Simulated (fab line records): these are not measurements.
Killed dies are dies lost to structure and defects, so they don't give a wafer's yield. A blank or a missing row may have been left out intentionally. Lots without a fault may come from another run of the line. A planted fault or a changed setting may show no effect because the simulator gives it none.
fab line records / flow berkeley_cmos170
[record] lots = 14 wafers = 42 last_day = 15
route steps=331 shown M2@276
lots untouched by any fault: they come from a run of this same line in which no faults occurred
start_h: the number of hours between the record's first day and the start of the first shown wafer of the lot / wait_h: hours from the lot's prior step to this one / " unchanged from the row above / L1.1+2: one row covering several wafers at once / - no value, or no start given / * or withheld: withheld / < > ~ a bound
route shown NAME@n: NAME is a module with steps in the file, n the number in the route of the first one / usual: mean/standard deviation taken from wafers without a fault / same: alike in all rows / chamber/n: place in a boat / sites: each site's reading / _std_site: the values' standard deviation / _edge_site: inner sites' mean taken away from outer sites' mean / radius_mm: for every site, how far away it sits from the centre of the wafer / mask NAME#n: copy n / behind: the last tool/chamber to shape the wafer / hold: what put the lot on hold/how long, in hours/how the hold closed / device: the transistor (n, p or np) that didn't switch / end of line: tests run on the same wafers once the route is complete / a step without rows: its recipe alone / killed: the dies lost at the first sort to structure and to defects; this is not the yield of the wafer / map: a wafer's dies, marking killed ones x, the rest . and places with no die _
set.NAME: the setting as run; set.NAME@STEP: as run at that earlier step / model.NAME: the simulator's own value behind a step, which no gauge read
steps of the route over a sample of lots; a table a step, a row a wafer
services: when a tool's chamber went out of use (start_h, in hours from the record's first day, below 0 if earlier), for how many hours, and the reason
[[steps]]
[step UCB170_M2_COAT_05]
[recipe] resist = KrF spin_rpm = 1500 resist_thk_nm = 900
[usual] spin_speed_rpm = 1499.9/0.92
lot.wafer=L630.4 tool=litho_track-01 chamber=0 start_h=180.57 wait_h=0.1 spin_speed_rpm=1500.3
lot.wafer=L630.5 tool=litho_track-01 chamber=0 start_h=180.57 wait_h=0.1 spin_speed_rpm=1500.0
lot.wafer=L630.6 tool=litho_track-01 chamber=0 start_h=180.57 wait_h=0.1 spin_speed_rpm=1499.6
lot.wafer=L632.2 tool=litho_track-01 chamber=0 start_h=188.19 wait_h=0.1 spin_speed_rpm=1499.4
lot.wafer=L632.3 tool=litho_track-01 chamber=0 start_h=188.19 wait_h=0.1 spin_speed_rpm=1498.8
lot.wafer=L632.4 tool=litho_track-01 chamber=0 start_h=188.19 wait_h=0.1 spin_speed_rpm=1499.4
lot.wafer=L631.1 tool=litho_track-01 chamber=0 start_h=191.00 wait_h=0.1 spin_speed_rpm=1592.9
lot.wafer=L631.4 tool=litho_track-01 chamber=0 start_h=191.00 wait_h=0.1 spin_speed_rpm=1592.6
lot.wafer=L631.6 tool=litho_track-01 chamber=0 start_h=191.00 wait_h=0.1 spin_speed_rpm=1592.1
lot.wafer=L633.2 tool=litho_track-03 chamber=0 start_h=202.70 wait_h=0.1 spin_speed_rpm=1500.1
lot.wafer=L633.4 tool=litho_track-03 chamber=0 start_h=202.70 wait_h=0.1 spin_speed_rpm=1500.5
lot.wafer=L633.5 tool=litho_track-03 chamber=0 start_h=202.70 wait_h=0.1 spin_speed_rpm=1500.9
lot.wafer=L634.1 tool=litho_track-03 chamber=0 start_h=203.75 wait_h=0.1 spin_speed_rpm=1497.3
lot.wafer=L634.4 tool=litho_track-03 chamber=0 start_h=203.75 wait_h=0.1 spin_speed_rpm=1498.9
lot.wafer=L634.6 tool=litho_track-03 chamber=0 start_h=203.75 wait_h=0.1 spin_speed_rpm=1498.9
lot.wafer=L637.1 tool=litho_track-01 chamber=0 start_h=220.65 wait_h=0.1 spin_speed_rpm=1591.6
lot.wafer=L637.2 tool=litho_track-01 chamber=0 start_h=220.65 wait_h=0.1 spin_speed_rpm=1592.6
lot.wafer=L637.4 tool=litho_track-01 chamber=0 start_h=220.65 wait_h=0.1 spin_speed_rpm=1592.5
lot.wafer=L642.1 tool=litho_track-03 chamber=0 start_h=256.49 wait_h=0.1 spin_speed_rpm=1500.7
lot.wafer=L642.3 tool=litho_track-03 chamber=0 start_h=256.49 wait_h=0.1 spin_speed_rpm=1501.1
lot.wafer=L642.6 tool=litho_track-03 chamber=0 start_h=256.49 wait_h=0.1 spin_speed_rpm=1497.3
lot.wafer=L643.4 tool=litho_track-03 chamber=0 start_h=266.80 wait_h=0.1 spin_speed_rpm=1501.0
lot.wafer=L643.5 tool=litho_track-03 chamber=0 start_h=266.80 wait_h=0.1 spin_speed_rpm=1499.8
lot.wafer=L643.6 tool=litho_track-03 chamber=0 start_h=266.80 wait_h=0.1 spin_speed_rpm=1501.3
lot.wafer=L648.2 tool=litho_track-02 chamber=0 start_h=301.26 wait_h=0.1 spin_speed_rpm=1501.1
lot.wafer=L648.3 tool=litho_track-02 chamber=0 start_h=301.26 wait_h=0.1 spin_speed_rpm=1501.7
lot.wafer=L648.4 tool=litho_track-02 chamber=0 start_h=301.26 wait_h=0.1 spin_speed_rpm=1500.7
lot.wafer=L645.2 tool=litho_track-03 chamber=0 start_h=301.29 wait_h=0.1 spin_speed_rpm=1501.7
lot.wafer=L645.3 tool=litho_track-03 chamber=0 start_h=301.29 wait_h=0.1 spin_speed_rpm=1499.5
lot.wafer=L645.4 tool=litho_track-03 chamber=0 start_h=301.29 wait_h=0.1 spin_speed_rpm=1500.2
lot.wafer=L646.3 tool=litho_track-03 chamber=0 start_h=301.76 wait_h=0.1 spin_speed_rpm=1501.5
lot.wafer=L646.4 tool=litho_track-03 chamber=0 start_h=301.76 wait_h=0.1 spin_speed_rpm=1499.2
lot.wafer=L646.5 tool=litho_track-03 chamber=0 start_h=301.76 wait_h=0.1 spin_speed_rpm=1499.4
lot.wafer=L650.1 tool=litho_track-02 chamber=0 start_h=302.58 wait_h=0.1 spin_speed_rpm=1499.7
lot.wafer=L650.2 tool=litho_track-02 chamber=0 start_h=302.58 wait_h=0.1 spin_speed_rpm=1498.6
lot.wafer=L650.5 tool=litho_track-02 chamber=0 start_h=302.58 wait_h=0.1 spin_speed_rpm=1499.8
lot.wafer=L651.1 tool=litho_track-02 chamber=0 start_h=326.03 wait_h=0.1 spin_speed_rpm=1500.0
lot.wafer=L651.4 tool=litho_track-02 chamber=0 start_h=326.03 wait_h=0.1 spin_speed_rpm=1498.8
lot.wafer=L651.6 tool=litho_track-02 chamber=0 start_h=326.03 wait_h=0.1 spin_speed_rpm=1499.7
lot.wafer=L653.1 tool=litho_track-01 chamber=0 start_h=339.98 wait_h=0.1 spin_speed_rpm=1500.3
lot.wafer=L653.5 tool=litho_track-01 chamber=0 start_h=339.98 wait_h=0.1 spin_speed_rpm=1500.3
lot.wafer=L653.6 tool=litho_track-01 chamber=0 start_h=339.98 wait_h=0.1 spin_speed_rpm=1499.6
[step UCB170_M2_STRIP_07]
[recipe] chemistry = O2 power_w = 400 pressure_mtorr = 3500 platen_temp_c = withheld o2_flow_sccm = 400 overash_fraction = 0.5
[usual] drypump_motor_current_A = 5.7/0.51 oes_product_au = 0.734/0.0044 strip_time_to_endpoint_s = 21.93/0.067
lot.wafer=L630.4 tool=plasma_asher-04 chamber=0 start_h=180.83 wait_h=0.1 drypump_motor_current_A=6.1 oes_product_au=0.738 rf_hours_counter_h=- strip_time_to_endpoint_s=21.95
lot.wafer=L630.5 tool=plasma_asher-04 chamber=0 start_h=180.83 wait_h=0.1 drypump_motor_current_A=6.0 oes_product_au=0.737 rf_hours_counter_h=- strip_time_to_endpoint_s=21.95
lot.wafer=L630.6 tool=plasma_asher-04 chamber=1 start_h=180.83 wait_h=0.1 drypump_motor_current_A=5.0 oes_product_au=0.726 rf_hours_counter_h=- strip_time_to_endpoint_s=21.88
lot.wafer=L632.2 tool=plasma_asher-04 chamber=0 start_h=188.46 wait_h=0.1 drypump_motor_current_A=6.0 oes_product_au=0.740 rf_hours_counter_h=44 strip_time_to_endpoint_s=22.02
lot.wafer=L632.3 tool=plasma_asher-04 chamber=0 start_h=188.46 wait_h=0.1 drypump_motor_current_A=6.1 oes_product_au=0.731 rf_hours_counter_h=- strip_time_to_endpoint_s=21.93
lot.wafer=L632.4 tool=plasma_asher-04 chamber=1 start_h=188.46 wait_h=0.1 drypump_motor_current_A=5.0 oes_product_au=0.726 rf_hours_counter_h=- strip_time_to_endpoint_s=21.88
lot.wafer=L631.1 tool=plasma_asher-02 chamber=0 start_h=191.30 wait_h=0.1 drypump_motor_current_A=5.2 oes_product_au=0.725 rf_hours_counter_h=47 strip_time_to_endpoint_s=21.21
lot.wafer=L631.4 tool=plasma_asher-02 chamber=0 start_h=191.30 wait_h=0.1 drypump_motor_current_A=5.2 oes_product_au=0.741 rf_hours_counter_h=- strip_time_to_endpoint_s=21.18
lot.wafer=L631.6 tool=plasma_asher-02 chamber=0 start_h=191.30 wait_h=0.1 drypump_motor_current_A=5.2 oes_product_au=0.730 rf_hours_counter_h=- strip_time_to_endpoint_s=21.14
lot.wafer=L633.2 tool=plasma_asher-03 chamber=0 start_h=202.98 wait_h=0.1 drypump_motor_current_A=6.4 oes_product_au=0.736 rf_hours_counter_h=10 strip_time_to_endpoint_s=21.86
lot.wafer=L633.4 tool=plasma_asher-03 chamber=0 start_h=202.98 wait_h=0.1 drypump_motor_current_A=6.4 oes_product_au=0.732 rf_hours_counter_h=- strip_time_to_endpoint_s=21.96
lot.wafer=L633.5 tool=plasma_asher-03 chamber=1 start_h=202.98 wait_h=0.1 drypump_motor_current_A=5.6 oes_product_au=0.742 rf_hours_counter_h=- strip_time_to_endpoint_s=21.90
lot.wafer=L634.1 tool=plasma_asher-03 chamber=0 start_h=204.05 wait_h=0.1 drypump_motor_current_A=6.4 oes_product_au=0.727 rf_hours_counter_h=10 strip_time_to_endpoint_s=21.93
lot.wafer=L634.4 tool=plasma_asher-03 chamber=0 start_h=204.05 wait_h=0.1 drypump_motor_current_A=6.5 oes_product_au=0.725 rf_hours_counter_h=- strip_time_to_endpoint_s=21.94
lot.wafer=L634.6 tool=plasma_asher-03 chamber=0 start_h=204.05 wait_h=0.1 drypump_motor_current_A=6.5 oes_product_au=0.741 rf_hours_counter_h=- strip_time_to_endpoint_s=21.93
lot.wafer=L637.1 tool=plasma_asher-04 chamber=1 start_h=220.95 wait_h=0.1 drypump_motor_current_A=5.0 oes_product_au=0.736 rf_hours_counter_h=47 strip_time_to_endpoint_s=21.34
lot.wafer=L637.2 tool=plasma_asher-04 chamber=0 start_h=220.95 wait_h=0.1 drypump_motor_current_A=6.0 oes_product_au=0.733 rf_hours_counter_h=47 strip_time_to_endpoint_s=21.33
lot.wafer=L637.4 tool=plasma_asher-04 chamber=1 start_h=220.95 wait_h=0.1 drypump_motor_current_A=5.0 oes_product_au=0.730 rf_hours_counter_h=- strip_time_to_endpoint_s=21.34
lot.wafer=L642.1 tool=plasma_asher-02 chamber=1 start_h=256.79 wait_h=0.1 drypump_motor_current_A=6.1 oes_product_au=0.733 rf_hours_counter_h=53 strip_time_to_endpoint_s=21.84
lot.wafer=L642.3 tool=plasma_asher-02 chamber=0 start_h=256.79 wait_h=0.1 drypump_motor_current_A=5.2 oes_product_au=0.733 rf_hours_counter_h=- strip_time_to_endpoint_s=21.83
lot.wafer=L642.6 tool=plasma_asher-02 chamber=0 start_h=256.79 wait_h=0.1 drypump_motor_current_A=5.2 oes_product_au=0.733 rf_hours_counter_h=- strip_time_to_endpoint_s=21.88
lot.wafer=L643.4 tool=plasma_asher-03 chamber=0 start_h=267.06 wait_h=0.1 drypump_motor_current_A=6.4 oes_product_au=0.737 rf_hours_counter_h=- strip_time_to_endpoint_s=21.86
lot.wafer=L643.5 tool=plasma_asher-03 chamber=1 start_h=267.06 wait_h=0.1 drypump_motor_current_A=5.7 oes_product_au=0.735 rf_hours_counter_h=- strip_time_to_endpoint_s=21.88
lot.wafer=L643.6 tool=plasma_asher-03 chamber=0 start_h=267.06 wait_h=0.1 drypump_motor_current_A=6.5 oes_product_au=0.732 rf_hours_counter_h=- strip_time_to_endpoint_s=21.92
lot.wafer=L648.2 tool=plasma_asher-02 chamber=1 start_h=301.53 wait_h=0.1 drypump_motor_current_A=6.1 oes_product_au=0.734 rf_hours_counter_h=57 strip_time_to_endpoint_s=21.90
lot.wafer=L648.3 tool=plasma_asher-02 chamber=1 start_h=301.53 wait_h=0.1 drypump_motor_current_A=6.0 oes_product_au=0.736 rf_hours_counter_h=- strip_time_to_endpoint_s=21.96
lot.wafer=L648.4 tool=plasma_asher-02 chamber=0 start_h=301.53 wait_h=0.1 drypump_motor_current_A=5.2 oes_product_au=0.731 rf_hours_counter_h=- strip_time_to_endpoint_s=21.96
lot.wafer=L645.2 tool=plasma_asher-04 chamber=1 start_h=301.56 wait_h=0.1 drypump_motor_current_A=5.0 oes_product_au=0.733 rf_hours_counter_h=55 strip_time_to_endpoint_s=21.97
lot.wafer=L645.3 tool=plasma_asher-04 chamber=0 start_h=301.56 wait_h=0.1 drypump_motor_current_A=6.1 oes_product_au=0.732 rf_hours_counter_h=- strip_time_to_endpoint_s=21.96
lot.wafer=L645.4 tool=plasma_asher-04 chamber=1 start_h=301.56 wait_h=0.1 drypump_motor_current_A=5.0 oes_product_au=0.730 rf_hours_counter_h=- strip_time_to_endpoint_s=21.90
lot.wafer=L646.3 tool=plasma_asher-02 chamber=1 start_h=302.05 wait_h=0.1 drypump_motor_current_A=6.1 oes_product_au=0.734 rf_hours_counter_h=- strip_time_to_endpoint_s=21.94
lot.wafer=L646.4 tool=plasma_asher-02 chamber=0 start_h=302.05 wait_h=0.1 drypump_motor_current_A=5.2 oes_product_au=0.730 rf_hours_counter_h=- strip_time_to_endpoint_s=21.95
lot.wafer=L646.5 tool=plasma_asher-02 chamber=1 start_h=302.05 wait_h=0.1 drypump_motor_current_A=6.1 oes_product_au=0.733 rf_hours_counter_h=- strip_time_to_endpoint_s=21.97
lot.wafer=L650.1 tool=plasma_asher-03 chamber=0 start_h=302.88 wait_h=0.1 drypump_motor_current_A=6.4 oes_product_au=0.735 rf_hours_counter_h=19 strip_time_to_endpoint_s=21.99
lot.wafer=L650.2 tool=plasma_asher-03 chamber=1 start_h=302.88 wait_h=0.1 drypump_motor_current_A=5.6 oes_product_au=0.730 rf_hours_counter_h=19 strip_time_to_endpoint_s=22.04
lot.wafer=L650.5 tool=plasma_asher-03 chamber=1 start_h=302.88 wait_h=0.1 drypump_motor_current_A=5.6 oes_product_au=0.733 rf_hours_counter_h=- strip_time_to_endpoint_s=21.99
lot.wafer=L651.1 tool=plasma_asher-02 chamber=0 start_h=326.33 wait_h=0.1 drypump_motor_current_A=5.2 oes_product_au=0.729 rf_hours_counter_h=60 strip_time_to_endpoint_s=22.00
lot.wafer=L651.4 tool=plasma_asher-02 chamber=0 start_h=326.33 wait_h=0.1 drypump_motor_current_A=5.2 oes_product_au=0.733 rf_hours_counter_h=- strip_time_to_endpoint_s=22.06
lot.wafer=L651.6 tool=plasma_asher-02 chamber=1 start_h=326.33 wait_h=0.1 drypump_motor_current_A=6.1 oes_product_au=0.730 rf_hours_counter_h=- strip_time_to_endpoint_s=21.95
lot.wafer=L653.1 tool=plasma_asher-03 chamber=0 start_h=340.28 wait_h=0.1 drypump_motor_current_A=6.5 oes_product_au=0.727 rf_hours_counter_h=23 strip_time_to_endpoint_s=21.89
lot.wafer=L653.5 tool=plasma_asher-03 chamber=0 start_h=340.28 wait_h=0.1 drypump_motor_current_A=6.5 oes_product_au=0.739 rf_hours_counter_h=- strip_time_to_endpoint_s=21.83
lot.wafer=L653.6 tool=plasma_asher-03 chamber=1 start_h=340.28 wait_h=0.1 drypump_motor_current_A=5.6 oes_product_au=0.739 rf_hours_counter_h=- strip_time_to_endpoint_s=21.86
[[services]]
tool=plasma_asher-03 chamber=- start_h=192.11 hours=1.7 kind=repair
[[key]]
[first_sign] step = UCB170_M2_COAT_05 reading = spin_speed_rpm direction = up sigmas = 99+ usual = 1499.9 struck = 1592.4
[effect] step = UCB170_M2_STRIP_07 reading = strip_time_to_endpoint_s direction = down sigmas = 10 usual = * struck = *
met_at UCB170_M2_COAT_05
struck_lots L631,L637
onset_between 188.19 191.00
[fault] kind = process_parameter_drift tool = litho_track-01 chamber = - onset_h = 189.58 steps = UCB170_M2_COAT_05 channel = spin_rpm offset = 92.803 shape = step end_h = 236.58 acts_in = these_recipes_only stated = 1500
